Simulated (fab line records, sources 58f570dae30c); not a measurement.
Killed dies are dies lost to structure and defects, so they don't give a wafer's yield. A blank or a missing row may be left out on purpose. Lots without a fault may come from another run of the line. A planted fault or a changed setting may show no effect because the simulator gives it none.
One fault seen from 2 desks | flow berkeley_cmos170 | each desk has only its own numbers; what lay behind them comes last

THE METROLOGY DESK
What the gauges read, lot by lot, whatever tool the lot ran on: means of the sampled wafers that have a number. A lot is out of limits, marked OUT, if its mean lies more than 4 standard deviations from the usual mean; the brackets give that distance.
Columns: A = cd_nm at UCB170_PLDD_CD_MEAS_06, usual 1200.1 nm; B = cd_nm at UCB170_CONTACT_CD_MEAS_90, usual 699.9 nm
lot  | first seen here | A      | B
L312 | day 7 04:11     | 1200.0 | 699.6
L311 | day 7 04:25     | 1201.5 | 701.2
L314 | day 8 05:26     | 1199.5 | 699.4
L313 | day 8 05:27     | 1198.9 | 701.6
L315 | day 8 05:40     | 1199.0 | 700.2
L317 | day 8 15:18     | 1200.1 | 699.5
L318 | day 8 15:35     | 1200.0 | 700.6
L316 | day 8 15:53     | 1198.7 | 699.6
L319 | day 9 21:45     | 1198.0 | 700.2
L321 | day 9 21:57     | 1199.4 | 699.1
L322 | day 9 22:12     | 1200.9 | 700.9
L324 | day 10 13:54    | 1199.4 | 699.0
L327 | day 11 10:36    | 1200.9 | 700.2
This desk's finding: nothing out of limits on any of the 13 lots.

THE TOOL OWNER'S DESK: litho_track-03
The tool's own readings at UCB170_CONTACT_HMDS_03 (prime time 60 s): means of the sampled wafers that have a number, for each lot that ran on this tool. A lot is out of limits, marked OUT, if its mean lies more than 4 standard deviations from the usual mean; the brackets give that distance.
Columns: A = chill_plate_temp_C at UCB170_CONTACT_HMDS_03, usual 22.98 C; B = prime_temp_c at UCB170_CONTACT_HMDS_03, usual 100.01 C
lot  | first seen here | A     | B
L312 | day 8 01:37     | 22.87 | 100.12
L315 | day 9 02:57     | 22.92 | 99.96
L319 | day 10 20:14    | 22.97 | 99.94
L322 | day 10 21:55    | 22.94 | 101.45 (+10) OUT
L324 | day 11 09:36    | 22.93 | 101.13 (+8.0) OUT
This desk's finding: out of limits on L322, L324; first on L322, day 10 21:55 (prime_temp_c at UCB170_CONTACT_HMDS_03). In limits: L312, L315, L319.

PUT TOGETHER
The tool owner's desk could have raised an alarm at day 10 21:55, on L322, L324.
The metrology desk saw nothing out of limits.
The metrology desk has L322, L324 on record, within its limits.
Of the lots named, all ran UCB170_CONTACT_HMDS_03 on litho_track-03.

WHAT THE SIMULATOR HAD PUT IN
Process parameter drift: litho_track-03, from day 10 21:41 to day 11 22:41, at UCB170_CONTACT_HMDS_03. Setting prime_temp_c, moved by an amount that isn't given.
Lots struck among those shown: L322, L324.
Hours from the fault's start to each desk's first reading out of limits: the tool owner's desk, 0.
